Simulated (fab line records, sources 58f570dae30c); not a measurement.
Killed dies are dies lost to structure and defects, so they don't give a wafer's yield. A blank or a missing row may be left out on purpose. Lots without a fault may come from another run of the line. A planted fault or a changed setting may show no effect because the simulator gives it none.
A struck lot beside a sound one | flow berkeley_cmos170 | 14 steps out of a route of 331
Sound: wafers L168.2, L168.5, L168.6. Struck: wafers L157.1, L157.2, L157.6. The cause comes at the end.
At each step with rows: each side's tool, then ch and its chambers, then its first start. Under that, the readings that differ: sound wafers | struck wafers | difference of the means | sigmas: that difference in standard deviations of wafers without a fault.
alike: readings whose means differ by less than 2 such deviations, and words and numbers that are the same on both sides. not compared: withheld readings, readings that some wafer has no value for, bounds like >300 that may hide the same value, and numbers for which the record gives no deviation and whose values overlap.
The two part at a step that has a row with sigmas, a row that says differs or no value, or rows on one side only. Numbers that don't overlap but have no deviation are shown without sigmas and don't part them. A reading that every wafer of one side lacks parts them only if that side has two wafers or more.

UCB170_M2_SPUTTER_01: material Al, target thk 900 nm, time 120 s.
  sound on pvd_sputter-03, day 11 10:42; struck on pvd_sputter-03, day 9 08:08
  alike: cathode_dc_power_W, chamber_pressure_pa, throttle_valve_pct
UCB170_M2_RS_MEAS_02: measures by four-point-probe.
  sound on film_metro-01, day 11 10:48; struck on film_metro-04, day 9 08:13
  alike: M2_AL_RS
UCB170_M2_THK_MEAS_03: measures by xrf.
  sound on film_metro-01, day 11 10:55; struck on film_metro-04, day 9 08:20
  alike: M2_AL_THK
then, 3 steps without rows for these wafers: UCB170_M2_HMDS_04 (prime time 60 s); UCB170_M2_COAT_05 (resist thk 900 nm); UCB170_M2_SOFTBAKE_06 (time 60 s).
UCB170_M2_STRIP_07: strips in O2.
  sound on plasma_asher-02 ch 0,1, day 11 11:38; struck on plasma_asher-01 ch 0,1, day 9 09:23
  alike: chamber_pressure_mTorr, drypump_motor_current_A, oes_product_au, strip_time_to_endpoint_s
  not compared: rf_hours_counter_h
then, 5 steps without rows for these wafers: UCB170_M2_STRIP_08 (strips KrF in DMSO, time 600 s); UCB170_M2_COAT_09; UCB170_M2_COAT_10 (resist thk 900 nm); UCB170_M2_SOFTBAKE_11 (time 57.23 s); UCB170_M2_EXPOSE_12 (exposes mask METAL2, target cd 700 nm).
UCB170_M2_PEB_13:
  sound on litho_track-02 ch 0, day 11 12:53; struck on litho_track-02, day 9 11:46
  no value came back on the struck wafers for chill_plate_temp_C (C), exhaust_pa (Pa), resist_line_temp_C (C); on the sound wafers chill_plate_temp_C (C) reads 22.93 22.82 22.97
then, 1 step without rows for these wafers: UCB170_M2_DEVELOP_14 (develop time 45 s).

WHERE THEY PART
Only at UCB170_M2_PEB_13, within this record.

WHY: what the simulator had put in
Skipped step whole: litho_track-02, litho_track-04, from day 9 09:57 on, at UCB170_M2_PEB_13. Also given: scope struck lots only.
